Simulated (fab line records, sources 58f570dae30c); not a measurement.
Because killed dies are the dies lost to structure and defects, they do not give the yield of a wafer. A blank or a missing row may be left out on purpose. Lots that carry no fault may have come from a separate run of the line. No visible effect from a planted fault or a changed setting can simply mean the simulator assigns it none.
Chamber matching | flow berkeley_cmos170 | rie_diel-02 running UCB170_CONTACT_ETCH_17: 4 sister chambers
The step etches BARC in N2/H2. 14 wafers are shown with their chamber, then 7 later ones without.

WAFERS PAIRED WITH THEIR CHAMBERS
wafer  | chamber | throttle_valve_pct (%) | oes_product_au (a.u.)
L706.2 | 2       | 13.34                  | 0.983
L706.5 | 0       | 13.43                  | 1.040
L706.6 | 1       | 13.33                  | 0.953
L707.1 | 3       | 13.59                  | 0.982
L707.3 | 0       | 13.42                  | 1.038
L707.4 | 1       | 13.31                  | 0.965
L709.3 | 1       | 13.32                  | 0.970
L709.5 | 1       | 13.31                  | 0.971
L709.6 | 0       | 13.42                  | 1.050
L711.1 | 0       | 13.44                  | 1.033
L711.2 | 3       | 13.58                  | 0.988
L711.6 | 3       | 13.60                  | 0.983
L714.1 | 2       | 13.33                  | 0.984
L714.3 | 1       | 13.33                  | 0.961

SIGNATURES (averages over the wafers above)
reading            | chamber 0 | chamber 1 | chamber 2 | chamber 3 | scatter within a chamber
throttle_valve_pct | 13.4275   | 13.3200   | 13.3350   | 13.5900   | 0.00962
oes_product_au     | 1.04025   | 0.96400   | 0.98350   | 0.98433   | 0.00624
Rule: for each reading, subtract the chamber's mean from the wafer's reading, divide by that reading's scatter and square the result; add these up over the readings and take the root, which gives the wafer's distance from the chamber. The wafer belongs to the nearest chamber; if the next one is less than 2 further off, it can't be placed. The scatter is the square root of a quotient: the sum, over the shown wafers, of each reading's squared deviation from its chamber's mean, divided by wafers minus chambers.

WAFERS WHOSE CHAMBER IS MISSING
wafer  | throttle_valve_pct (%) | oes_product_au (a.u.)
L714.6 | 13.57                  | 0.989
L720.2 | 13.42                  | 1.051
L720.4 | 13.33                  | 0.998
L720.5 | 13.44                  | 1.038
L728.1 | 13.34                  | 0.963
L728.4 | 13.60                  | 0.978
L728.6 | 13.42                  | 1.055

THE CHAMBER EACH PASSED THROUGH
wafer  | from the rows above     | in truth
L714.6 | 3                       | 3
L720.2 | 0                       | 0
L720.4 | 2                       | 2
L720.5 | 0                       | 0
L728.1 | can't be placed: 1 or 2 | 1
L728.4 | 3                       | 3
L728.6 | 0                       | 0
Placed correctly: 6 of 7. Unplaceable from these rows: 1, with the true chamber sitting among the candidates in 1. Placed wrongly: 0.
